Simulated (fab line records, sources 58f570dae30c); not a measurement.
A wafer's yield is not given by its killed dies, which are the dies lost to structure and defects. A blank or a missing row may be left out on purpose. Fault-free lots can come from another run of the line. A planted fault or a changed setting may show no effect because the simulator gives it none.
The tool behind it: which one? / flow berkeley-cmos170 / 15 lots with 45 wafers sampled at 4 steps, on a route of 331 steps

WHAT THE GAUGES READ, wafer by wafer
UCB170_V2_OVL_MEAS_13.
lot=L929; measured=day 8 19:57; on=overlay-01; V2_OVL (nm)=5 -7 0
lot=L925; measured=day 8 21:23; on=overlay-01; V2_OVL (nm)=-14 -12 -8
lot=L926; measured=day 8 20:40; on=overlay-02; V2_OVL (nm)=0 -16 -5
lot=L928; measured=day 9 04:08; on=overlay-01; V2_OVL (nm)=5 2 1
lot=L927; measured=day 9 04:17; on=overlay-02; V2_OVL (nm)=5 9 1
lot=L933; measured=day 9 23:00; on=overlay-01; V2_OVL (nm)=-9 -4 -3
lot=L932; measured=day 10 00:06; on=overlay-01; V2_OVL (nm)=4 2 3
lot=L934; measured=day 10 01:01; on=overlay-02; V2_OVL (nm)=-3 5 3
lot=L936; measured=day 11 05:59; on=overlay-01; V2_OVL (nm)=3 0 -5
lot=L940; measured=day 11 06:11; on=overlay-01; V2_OVL (nm)=3 -4 -6
lot=L935; measured=day 11 06:16; on=overlay-02; V2_OVL (nm)=-1 0 4
lot=L939; measured=day 11 06:28; on=overlay-01; V2_OVL (nm)=-1 -3 1
lot=L942; measured=day 11 22:44; on=overlay-02; V2_OVL (nm)=1 -5 -6
lot=L944; measured=day 12 01:25; on=overlay-02; V2_OVL (nm)=4 11 11
lot=L945; measured=day 12 12:20; on=overlay-02; V2_OVL (nm)=-11 -3 -2

UCB170_M3_CD_MEAS_90: the cd target is 700 nm.
lot=L929; measured=day 9 02:35; on=cd-sem-01; cd-nm (nm)=700.3 700.2 699.0
lot=L925; measured=day 9 02:55; on=cd-sem-02; cd-nm (nm)=695.7 695.1 694.7
lot=L926; measured=day 9 02:52; on=cd-sem-01; cd-nm (nm)=699.2 699.5 702.5
lot=L928; measured=day 9 07:12; on=cd-sem-02; cd-nm (nm)=700.7 699.3 700.6
lot=L927; measured=day 9 07:16; on=cd-sem-01; cd-nm (nm)=698.1 697.1 699.5
lot=L933; measured=day 10 02:36; on=cd-sem-02; cd-nm (nm)=698.5 697.0 699.5
lot=L932; measured=day 10 04:17; on=cd-sem-02; cd-nm (nm)=699.0 697.9 702.9
lot=L934; measured=day 10 04:35; on=cd-sem-02; cd-nm (nm)=697.3 700.0 697.7
lot=L936; measured=day 11 09:10; on=cd-sem-02; cd-nm (nm)=701.6 701.0 703.8
lot=L940; measured=day 11 09:24; on=cd-sem-02; cd-nm (nm)=696.3 695.1 699.9
lot=L935; measured=day 11 09:54; on=cd-sem-02; cd-nm (nm)=698.3 698.7 700.5
lot=L939; measured=day 11 10:06; on=cd-sem-02; cd-nm (nm)=701.1 698.3 702.6
lot=L942; measured=day 12 03:42; on=cd-sem-02; cd-nm (nm)=698.2 700.8 700.0
lot=L944; measured=day 12 04:58; on=cd-sem-02; cd-nm (nm)=702.9 700.9 702.0
lot=L945; measured=day 12 15:31; on=cd-sem-01; cd-nm (nm)=701.8 699.6 699.0

UCB170_M3_BOW_MEAS_20.
lot=L929; measured=day 9 02:42; on=film-metro-04; M3_BOW (um)=34 45 38
lot=L925; measured=day 9 03:06; on=film-metro-04; M3_BOW (um)=30 34 36
lot=L926; measured=day 9 02:59; on=film-metro-04; M3_BOW (um)=27 44 48
lot=L928; measured=day 9 07:19; on=film-metro-01; M3_BOW (um)=40 33 45
lot=L927; measured=day 9 07:23; on=film-metro-04; M3_BOW (um)=26 30 20
lot=L933; measured=day 10 02:43; on=film-metro-01; M3_BOW (um)=28 35 32
lot=L932; measured=day 10 04:24; on=film-metro-03; M3_BOW (um)=29 41 29
lot=L934; measured=day 10 04:43; on=film-metro-01; M3_BOW (um)=32 30 40
lot=L936; measured=day 11 09:17; on=film-metro-04; M3_BOW (um)=23 40 54
lot=L940; measured=day 11 09:31; on=film-metro-01; M3_BOW (um)=39 29 37
lot=L935; measured=day 11 10:01; on=film-metro-01; M3_BOW (um)=24 44 31
lot=L939; measured=day 11 10:13; on=film-metro-04; M3_BOW (um)=32 31 29
lot=L942; measured=day 12 03:49; on=film-metro-01; M3_BOW (um)=33 25 34
lot=L944; measured=day 12 05:05; on=film-metro-04; M3_BOW (um)=43 44 38
lot=L945; measured=day 12 15:38; on=film-metro-03; M3_BOW (um)=32 37 34

WHAT TOOL EACH LOT RAN ON (gives the tool, then ch and the chambers of the sampled wafers, and finally the start)
lot=L929; UCB170_SPACER_CVD_00=pecvd-03 ch 0,1,2, day 7 08:01
lot=L925; UCB170_SPACER_CVD_00=pecvd-02 ch 0,1,2, day 7 08:24
lot=L926; UCB170_SPACER_CVD_00=pecvd-04 ch 1,2, day 7 09:23
lot=L928; UCB170_SPACER_CVD_00=pecvd-03 ch 0,1, day 7 09:44
lot=L927; UCB170_SPACER_CVD_00=pecvd-02 ch 0,2, day 7 10:11
lot=L933; UCB170_SPACER_CVD_00=pecvd-03 ch 0,1,2, day 8 20:08
lot=L932; UCB170_SPACER_CVD_00=pecvd-02 ch 0,1,2, day 8 20:27
lot=L934; UCB170_SPACER_CVD_00=pecvd-04 ch 0,1, day 8 21:46
lot=L936; UCB170_SPACER_CVD_00=pecvd-03 ch 0,1, day 9 20:19
lot=L940; UCB170_SPACER_CVD_00=pecvd-04 ch 0,1,2, day 9 20:19
lot=L935; UCB170_SPACER_CVD_00=pecvd-02 ch 1,2, day 9 20:41
lot=L939; UCB170_SPACER_CVD_00=pecvd-03 ch 0,1,2, day 9 21:02
lot=L942; UCB170_SPACER_CVD_00=pecvd-04 ch 0,2, day 10 19:09
lot=L944; UCB170_SPACER_CVD_00=pecvd-02 ch 0,1,2, day 10 19:24
lot=L945; UCB170_SPACER_CVD_00=pecvd-04 ch 1,2, day 11 06:47
- UCB170_SPACER_CVD_00: deposits SiO2 from TEOS/O2, target thk 376 nm, time 47 s.

WHAT THE TOOLS THEMSELVES READ (means of the sampled wafers that have a number; where no wafer has one, the mark that the record gives instead)
UCB170_SPACER_CVD_00.
lot=L929; tool=pecvd-03; heater-power-w (W)=286; susceptor-temp-C (C)=390.01
lot=L925; tool=pecvd-02; heater-power-w (W)=302; susceptor-temp-C (C)=390.12
lot=L926; tool=pecvd-04; heater-power-w (W)=280; susceptor-temp-C (C)=389.93
lot=L928; tool=pecvd-03; heater-power-w (W)=335; susceptor-temp-C (C)=389.99
lot=L927; tool=pecvd-02; heater-power-w (W)=211; susceptor-temp-C (C)=389.78
lot=L933; tool=pecvd-03; heater-power-w (W)=275; susceptor-temp-C (C)=390.16
lot=L932; tool=pecvd-02; heater-power-w (W)=299; susceptor-temp-C (C)=390.06
lot=L934; tool=pecvd-04; heater-power-w (W)=205; susceptor-temp-C (C)=389.94
lot=L936; tool=pecvd-03; heater-power-w (W)=323; susceptor-temp-C (C)=389.99
lot=L940; tool=pecvd-04; heater-power-w (W)=271; susceptor-temp-C (C)=390.26
lot=L935; tool=pecvd-02; heater-power-w (W)=294; susceptor-temp-C (C)=390.10
lot=L939; tool=pecvd-03; heater-power-w (W)=301; susceptor-temp-C (C)=390.13
lot=L942; tool=pecvd-04; heater-power-w (W)=280; susceptor-temp-C (C)=389.98
lot=L944; tool=pecvd-02; heater-power-w (W)=258; susceptor-temp-C (C)=389.92
lot=L945; tool=pecvd-04; heater-power-w (W)=287; susceptor-temp-C (C)=390.24

THE ANSWER, worked out from the rows above alone
Rule: the lots themselves supply what counts as usual. The widest of any qualifying gaps counts: lots, ordered by their means at a reading, are off when they make up no more than a third of the lots, leave a main group of 4 or more, and stand apart from it by 3 or more times the standard deviation of that group's means. The tables above print the reading to a certain number of digits; a main group whose means all agree to those digits is not used. A lot without any number at a reading at which 4 lots or more have one is off too. The other lots that the step has rows for count as sound. First the gauges in route order, then the tools' own readings, where a lot's mean is used as printed above. At the first step where some lot is off, the reading lying furthest off is the one used; lots without a number count as furthest.
Across all readings shown, no lot is off: no conclusion can be drawn from this.

WHAT THE SIMULATOR HAD INSERTED
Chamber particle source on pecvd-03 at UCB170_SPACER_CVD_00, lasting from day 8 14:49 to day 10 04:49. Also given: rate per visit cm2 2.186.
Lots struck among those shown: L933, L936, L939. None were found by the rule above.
